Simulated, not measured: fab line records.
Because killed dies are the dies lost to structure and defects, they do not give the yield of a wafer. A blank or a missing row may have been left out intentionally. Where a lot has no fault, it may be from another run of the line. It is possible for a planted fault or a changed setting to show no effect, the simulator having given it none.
Split-lot trial || flow ritCmos || on a route of 202 steps: 5 lots, 23 wafers read

THE SPLIT
At RIT_PRETRO_HARDBAKE_07 (time 120 s), the setting tempC was moved away from the recipe's 140 C on 7 of the 23 wafers read, by -2.9% to +1.3%. For the rest of the wafers, this setting stayed at what the recipe calls for.

The reading comes from the split's own step.

THE READING
NOVOLAK_of_PRETRO_COAT_01.thkNm (the simulator's own value, which no gauge read), in nm, at RIT_PRETRO_HARDBAKE_07 (time 120 s). No usual value for it is given in the file. Here, 16 wafers ran the recipe; their average is 1134 nm with a standard deviation of 2.3 nm.

{"wafer": "L075.2", "tool, chamber at the split": "lithoTrack-01, 0", "tempC as run, C": 140, "against the recipe": "recipe", "NOVOLAK_of_PRETRO_COAT_01.thkNm, nm": 1134, "against lot-mates on the recipe": "-"}
{"wafer": "L075.3", "tool, chamber at the split": "lithoTrack-01, 0", "tempC as run, C": 140, "against the recipe": "recipe", "NOVOLAK_of_PRETRO_COAT_01.thkNm, nm": 1134, "against lot-mates on the recipe": "-"}
{"wafer": "L075.5", "tool, chamber at the split": "lithoTrack-01, 0", "tempC as run, C": 140, "against the recipe": "recipe", "NOVOLAK_of_PRETRO_COAT_01.thkNm, nm": 1129, "against lot-mates on the recipe": "-"}
{"wafer": "L077.1", "tool, chamber at the split": "lithoTrack-01, 0", "tempC as run, C": 141.8, "against the recipe": "+1.3%", "NOVOLAK_of_PRETRO_COAT_01.thkNm, nm": 1131, "against lot-mates on the recipe": -2}
{"wafer": "L077.2", "tool, chamber at the split": "lithoTrack-01, 0", "tempC as run, C": 140, "against the recipe": "recipe", "NOVOLAK_of_PRETRO_COAT_01.thkNm, nm": 1134, "against lot-mates on the recipe": "-"}
{"wafer": "L077.3", "tool, chamber at the split": "lithoTrack-01, 0", "tempC as run, C": 141.8, "against the recipe": "+1.3%", "NOVOLAK_of_PRETRO_COAT_01.thkNm, nm": 1133, "against lot-mates on the recipe": "+0"}
{"wafer": "L077.4", "tool, chamber at the split": "lithoTrack-01, 0", "tempC as run, C": 141.8, "against the recipe": "+1.3%", "NOVOLAK_of_PRETRO_COAT_01.thkNm, nm": 1132, "against lot-mates on the recipe": "+0"}
{"wafer": "L077.5", "tool, chamber at the split": "lithoTrack-01, 0", "tempC as run, C": 140, "against the recipe": "recipe", "NOVOLAK_of_PRETRO_COAT_01.thkNm, nm": 1131, "against lot-mates on the recipe": "-"}
{"wafer": "L076.1", "tool, chamber at the split": "lithoTrack-04, 0", "tempC as run, C": 140, "against the recipe": "recipe", "NOVOLAK_of_PRETRO_COAT_01.thkNm, nm": 1136, "against lot-mates on the recipe": "-"}
{"wafer": "L076.2", "tool, chamber at the split": "lithoTrack-04, 0", "tempC as run, C": 136, "against the recipe": "-2.9%", "NOVOLAK_of_PRETRO_COAT_01.thkNm, nm": 1145, "against lot-mates on the recipe": "+8"}
{"wafer": "L076.4", "tool, chamber at the split": "lithoTrack-04, 0", "tempC as run, C": 140, "against the recipe": "recipe", "NOVOLAK_of_PRETRO_COAT_01.thkNm, nm": 1138, "against lot-mates on the recipe": "-"}
{"wafer": "L076.5", "tool, chamber at the split": "lithoTrack-04, 0", "tempC as run, C": 140, "against the recipe": "recipe", "NOVOLAK_of_PRETRO_COAT_01.thkNm, nm": 1137, "against lot-mates on the recipe": "-"}
{"wafer": "L076.6", "tool, chamber at the split": "lithoTrack-04, 0", "tempC as run, C": 136, "against the recipe": "-2.9%", "NOVOLAK_of_PRETRO_COAT_01.thkNm, nm": 1146, "against lot-mates on the recipe": "+9"}
{"wafer": "L078.1", "tool, chamber at the split": "lithoTrack-01, 0", "tempC as run, C": 140, "against the recipe": "recipe", "NOVOLAK_of_PRETRO_COAT_01.thkNm, nm": 1136, "against lot-mates on the recipe": "-"}
{"wafer": "L078.3", "tool, chamber at the split": "lithoTrack-01, 0", "tempC as run, C": 136.1, "against the recipe": "-2.8%", "NOVOLAK_of_PRETRO_COAT_01.thkNm, nm": 1145, "against lot-mates on the recipe": "+9"}
{"wafer": "L078.4", "tool, chamber at the split": "lithoTrack-01, 0", "tempC as run, C": 140, "against the recipe": "recipe", "NOVOLAK_of_PRETRO_COAT_01.thkNm, nm": 1135, "against lot-mates on the recipe": "-"}
{"wafer": "L078.5", "tool, chamber at the split": "lithoTrack-01, 0", "tempC as run, C": 140, "against the recipe": "recipe", "NOVOLAK_of_PRETRO_COAT_01.thkNm, nm": 1137, "against lot-mates on the recipe": "-"}
{"wafer": "L078.6", "tool, chamber at the split": "lithoTrack-01, 0", "tempC as run, C": 136.1, "against the recipe": "-2.8%", "NOVOLAK_of_PRETRO_COAT_01.thkNm, nm": 1143, "against lot-mates on the recipe": "+7"}
{"wafer": "L084.1", "tool, chamber at the split": "lithoTrack-04, 0", "tempC as run, C": 140, "against the recipe": "recipe", "NOVOLAK_of_PRETRO_COAT_01.thkNm, nm": 1133, "against lot-mates on the recipe": "-"}
{"wafer": "L084.3", "tool, chamber at the split": "lithoTrack-04, 0", "tempC as run, C": 140, "against the recipe": "recipe", "NOVOLAK_of_PRETRO_COAT_01.thkNm, nm": 1135, "against lot-mates on the recipe": "-"}
{"wafer": "L084.4", "tool, chamber at the split": "lithoTrack-04, 0", "tempC as run, C": 140, "against the recipe": "recipe", "NOVOLAK_of_PRETRO_COAT_01.thkNm, nm": 1137, "against lot-mates on the recipe": "-"}
{"wafer": "L084.5", "tool, chamber at the split": "lithoTrack-04, 0", "tempC as run, C": 140, "against the recipe": "recipe", "NOVOLAK_of_PRETRO_COAT_01.thkNm, nm": 1132, "against lot-mates on the recipe": "-"}
{"wafer": "L084.6", "tool, chamber at the split": "lithoTrack-04, 0", "tempC as run, C": 140, "against the recipe": "recipe", "NOVOLAK_of_PRETRO_COAT_01.thkNm, nm": 1134, "against lot-mates on the recipe": "-"}

FIT RESULTS
A straight line over all 23 wafers: NOVOLAK_of_PRETRO_COAT_01.thkNm changes by -3.33 nm for each +1% of tempC; r = -0.89; the points scatter about the line by 2.2 nm.
The same after taking each lot's own level away (the mean of its wafers on the recipe; 23 wafers): -2.47 nm for each +1%; r = -0.87; scatter 1.8 nm.
That fit puts the effect of the largest move of tempC on the reading at 7 nm.
Measured against the standard deviation above, the lots' own levels, which go from 1132.3 to 1137.0 nm, span 2.0 times it.
So the lot-to-lot level changes the slope: the two fits differ.
Check: for one of the wafers moved furthest among these (-2.9%), held out of the fit, the line's prediction against its lot-mates is +7.51 nm. It came out at +8 nm against them.

OTHER SPLITS ON THESE WAFERS
Note: prior to the reading, these wafers also went through further splits. Each is held against what the fit with the lots' levels taken away leaves over:
{"other split on the same wafers": "RIT_FOX1_OXIDATION_00 oxTimeS", "wafers away from the commonest value": 15, "r with NOVOLAK_of_PRETRO_COAT_01.thkNm (lot level and that fit taken away)": "+0.02"}
{"other split on the same wafers": "RIT_NWELL_IMPLANT_08 doseCm2", "wafers away from the commonest value": 11, "r with NOVOLAK_of_PRETRO_COAT_01.thkNm (lot level and that fit taken away)": "+0.03"}
{"other split on the same wafers": "RIT_PWELL_IMPLANT_08 energyKev", "wafers away from the commonest value": 8, "r with NOVOLAK_of_PRETRO_COAT_01.thkNm (lot level and that fit taken away)": "+0.02"}

FILE'S OWN FIT
NOVOLAK_of_PRETRO_COAT_01.thkNm changes by -2.74 nm for each +1% of tempC, r = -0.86.
